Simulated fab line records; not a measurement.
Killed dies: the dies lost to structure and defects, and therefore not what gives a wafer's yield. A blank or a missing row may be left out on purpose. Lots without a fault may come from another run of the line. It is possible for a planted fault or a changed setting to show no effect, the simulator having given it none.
Lot-split experiment || flow berkeleyCmos170 || on a route of 331 steps: 5 lots, 23 wafers read

## ON THE SPLIT
At UCB170_M3_EXPOSE_12 (exposes mask METAL3, target cd 700 nm), the setting doseMj was moved away from the recipe's 26 on 8 of the 23 wafers read, by -6.0% to +6.8%. This setting was run at the recipe's value on the other wafers.

## FROM THE SPLIT TO THE READING: what the file shows between them, 2 steps
- UCB170_M3_PEB_13
- UCB170_M3_DEVELOP_14: develop time 45 s

## THE READING
Shown in nm: cdNm at UCB170_M3_CD_MEAS_15, with target cd 700 nm. Fault-free wafers of this fab line usually give 700.7 nm, standard deviation 1.6 nm.

{"wafer": "L074.2", "tool, chamber at the split": "krfScanner-02, 0", "doseMj as run": 26, "against the recipe": "recipe", "cdNm, nm": 702.8, "against lot-mates on the recipe": "-"}
{"wafer": "L074.3", "tool, chamber at the split": "krfScanner-02, 0", "doseMj as run": 27.31, "against the recipe": "+5.0%", "cdNm, nm": 694.7, "against lot-mates on the recipe": -8.2}
{"wafer": "L074.4", "tool, chamber at the split": "krfScanner-02, 0", "doseMj as run": 26, "against the recipe": "recipe", "cdNm, nm": 703.0, "against lot-mates on the recipe": "-"}
{"wafer": "L074.5", "tool, chamber at the split": "krfScanner-02, 0", "doseMj as run": 27.31, "against the recipe": "+5.0%", "cdNm, nm": 693.8, "against lot-mates on the recipe": -9.1}
{"wafer": "L074.6", "tool, chamber at the split": "krfScanner-02, 0", "doseMj as run": 26, "against the recipe": "recipe", "cdNm, nm": 703.0, "against lot-mates on the recipe": "-"}
{"wafer": "L075.2", "tool, chamber at the split": "krfScanner-02, 0", "doseMj as run": 27.78, "against the recipe": "+6.8%", "cdNm, nm": 691.1, "against lot-mates on the recipe": -11.6}
{"wafer": "L075.3", "tool, chamber at the split": "krfScanner-02, 0", "doseMj as run": 27.78, "against the recipe": "+6.8%", "cdNm, nm": 690.3, "against lot-mates on the recipe": -12.5}
{"wafer": "L075.4", "tool, chamber at the split": "krfScanner-02, 0", "doseMj as run": 26, "against the recipe": "recipe", "cdNm, nm": 703.3, "against lot-mates on the recipe": "-"}
{"wafer": "L075.5", "tool, chamber at the split": "krfScanner-02, 0", "doseMj as run": 26, "against the recipe": "recipe", "cdNm, nm": 702.2, "against lot-mates on the recipe": "-"}
{"wafer": "L075.6", "tool, chamber at the split": "krfScanner-02, 0", "doseMj as run": 27.78, "against the recipe": "+6.8%", "cdNm, nm": 689.0, "against lot-mates on the recipe": -13.8}
{"wafer": "L077.3", "tool, chamber at the split": "krfScanner-02, 0", "doseMj as run": 26, "against the recipe": "recipe", "cdNm, nm": 701.5, "against lot-mates on the recipe": "-"}
{"wafer": "L077.4", "tool, chamber at the split": "krfScanner-02, 0", "doseMj as run": 26, "against the recipe": "recipe", "cdNm, nm": 701.6, "against lot-mates on the recipe": "-"}
{"wafer": "L077.5", "tool, chamber at the split": "krfScanner-02, 0", "doseMj as run": 26, "against the recipe": "recipe", "cdNm, nm": 701.7, "against lot-mates on the recipe": "-"}
{"wafer": "L080.1", "tool, chamber at the split": "krfScanner-02, 0", "doseMj as run": 24.43, "against the recipe": "-6.0%", "cdNm, nm": 710.0, "against lot-mates on the recipe": "+9.5"}
{"wafer": "L080.2", "tool, chamber at the split": "krfScanner-02, 0", "doseMj as run": 24.43, "against the recipe": "-6.0%", "cdNm, nm": 711.3, "against lot-mates on the recipe": "+10.8"}
{"wafer": "L080.3", "tool, chamber at the split": "krfScanner-02, 0", "doseMj as run": 26, "against the recipe": "recipe", "cdNm, nm": 700.7, "against lot-mates on the recipe": "-"}
{"wafer": "L080.4", "tool, chamber at the split": "krfScanner-02, 0", "doseMj as run": 26, "against the recipe": "recipe", "cdNm, nm": 700.3, "against lot-mates on the recipe": "-"}
{"wafer": "L080.5", "tool, chamber at the split": "krfScanner-02, 0", "doseMj as run": 24.43, "against the recipe": "-6.0%", "cdNm, nm": 711.1, "against lot-mates on the recipe": "+10.6"}
{"wafer": "L082.1", "tool, chamber at the split": "krfScanner-02, 0", "doseMj as run": 26, "against the recipe": "recipe", "cdNm, nm": 699.2, "against lot-mates on the recipe": "-"}
{"wafer": "L082.2", "tool, chamber at the split": "krfScanner-02, 0", "doseMj as run": 26, "against the recipe": "recipe", "cdNm, nm": 699.2, "against lot-mates on the recipe": "-"}
{"wafer": "L082.3", "tool, chamber at the split": "krfScanner-02, 0", "doseMj as run": 26, "against the recipe": "recipe", "cdNm, nm": 700.7, "against lot-mates on the recipe": "-"}
{"wafer": "L082.5", "tool, chamber at the split": "krfScanner-02, 0", "doseMj as run": 26, "against the recipe": "recipe", "cdNm, nm": 698.7, "against lot-mates on the recipe": "-"}
{"wafer": "L082.6", "tool, chamber at the split": "krfScanner-02, 0", "doseMj as run": 26, "against the recipe": "recipe", "cdNm, nm": 700.0, "against lot-mates on the recipe": "-"}

THE FIT
A straight line over all 23 wafers: cdNm changes by -1.57 nm for each +1% of doseMj; r = -0.97; the points scatter about the line by 1.3 nm.
The same after taking each lot's own level away (the mean of its wafers on the recipe; 23 wafers): -1.77 nm for each +1%; r = -1.00; scatter 0.62 nm.
On that fit, the largest move of doseMj shifts the reading by 12 nm.
Measured against the standard deviation above, the lots' own levels, which go from 699.56 to 702.93 nm, span 2.1 times it.
Thus the slope moves with the lot-to-lot level: the two fits are different.
Check: for one of the wafers moved furthest among these (+6.8%), held out of the fit, the line's prediction against its lot-mates is -12.3 nm. It came out at -11.6 nm against them.

## OTHER SPLITS ON THESE WAFERS
Other splits were also applied to these wafers ahead of the reading. Each is held against what the fit with the lots' levels taken away leaves over:
{"other split on the same wafers": "UCB170_M2_COAT_10 spinRpm", "wafers away from the commonest value": 7, "r with cdNm (lot level and that fit taken away)": "+0.37"}
{"other split on the same wafers": "UCB170_M3_SPUTTER_01 powerW", "wafers away from the commonest value": 5, "r with cdNm (lot level and that fit taken away)": -0.14}

## THE WHOLE CHAIN: every reading that the file lists as answering this split, in the file's order
{"step": "UCB170_M3_CD_MEAS_15", "what it does": "target cd 700 nm", "reading": "cdNm", "change (the file's fit)": "-1.77 nm for each +1% of the setting", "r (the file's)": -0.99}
{"step": "UCB170_M3_ETCH_17", "what it does": "etches BARC in N2/H2", "reading": "M3.cdNm (the simulator's own value, which no gauge read)", "change (the file's fit)": "-1.77 nm for each +1% of the setting", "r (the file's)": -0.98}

## THE FILE'S OWN FIT
cdNm changes by -1.77 nm for each +1% of doseMj, r = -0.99.
